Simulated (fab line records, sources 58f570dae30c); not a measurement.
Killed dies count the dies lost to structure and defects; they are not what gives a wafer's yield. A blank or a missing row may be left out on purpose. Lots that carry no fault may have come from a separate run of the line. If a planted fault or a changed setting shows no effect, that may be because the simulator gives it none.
Struck lot and sound lot, side by side	flow berkeleyCmos170	15 out of 331 route steps
Sound: these wafers, L969.1, L969.3, L969.5. Wafers L972.3, L972.5, L972.6 were the ones struck. The cause comes at the end.
For every step that has rows: the tool of each side, followed by ch and its chambers, followed by its first start. Under that, the readings that differ: sound wafers	struck wafers	difference of the means	sigmas: that difference in standard deviations of wafers without a fault.
alike: words and numbers the same on both sides, and readings whose means are apart by under 2 such deviations; not compared: readings that were withheld, readings missing a value for some wafer, numbers with overlapping values and no deviation given by the record, and bounds like >300 which may hide the same value.
Wherever a step has rows on one side only, a row that says differs or no value, or a row with sigmas, the two part there. Non-overlapping numbers with no deviation appear without sigmas and do not part them. A reading missing from all wafers of one side parts the sides only when that side holds two or more wafers.

first, 2 steps without rows for these wafers: UCB170_SACOX_CLEAN_00 (cleans in dHF, time 7.5 s); UCB170_SACOX_OXIDATION_01 (target thk 14.4 nm, ox time 2400 s).
UCB170_SACOX_THK_MEAS_02:
  sound on filmMetro-02, day 6 00:14; struck on filmMetro-04, day 7 01:10
  alike: SACOX_OXIDE_THK
then, 2 steps without rows for these wafers: UCB170_SCREENOX_WET_ETCH_00 (etches SiO2 in dHF, time 200 s); UCB170_SCREENOX_OXIDATION_01 (target thk 14.4 nm, ox time 2400 s).
UCB170_SCREENOX_THK_MEAS_02:
  sound on filmMetro-04, day 6 04:13; struck on filmMetro-04, day 7 05:25
  alike: SCREENOX_OXIDE_THK
then, 6 steps without rows for these wafers: UCB170_SCREENOX_ANNEAL_03 (time 900 s); UCB170_NVT_HMDS_00 (prime time 60 s); UCB170_NVT_COAT_01 (resist thk 900 nm); UCB170_NVT_SOFTBAKE_02 (time 60 s); UCB170_NVT_EXPOSE_03 (exposes mask PWELL, target cd 3000 nm); UCB170_NVT_PEB_04.
UCB170_NVT_DEVELOP_05: develop time 45 s.
  sound on lithoTrack-02 ch 0, day 6 10:00; struck on lithoTrack-03 ch 0, day 7 09:00
reading	sound	struck	difference	sigmas
developerTempC (C)	20.94 20.78 20.95	20.02 20.17 20.17	-0.77	-7
UCB170_NVT_OVL_MEAS_06:
  sound on overlay-01, day 6 10:10; struck on overlay-01, day 7 09:59
  alike: NVT_OVL
UCB170_M3_PROBE_99:
  rows exist in the record for the sound wafers here (prober-02, day 8 15:11), none for the struck ones

== WHERE THEY PART ==
Last at UCB170_M3_PROBE_99 as far as this record goes, first at UCB170_NVT_DEVELOP_05.

WHY: the cause the simulator had injected
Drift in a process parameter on lithoTrack-03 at UCB170_NVT_DEVELOP_05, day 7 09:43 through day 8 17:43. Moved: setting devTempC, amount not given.
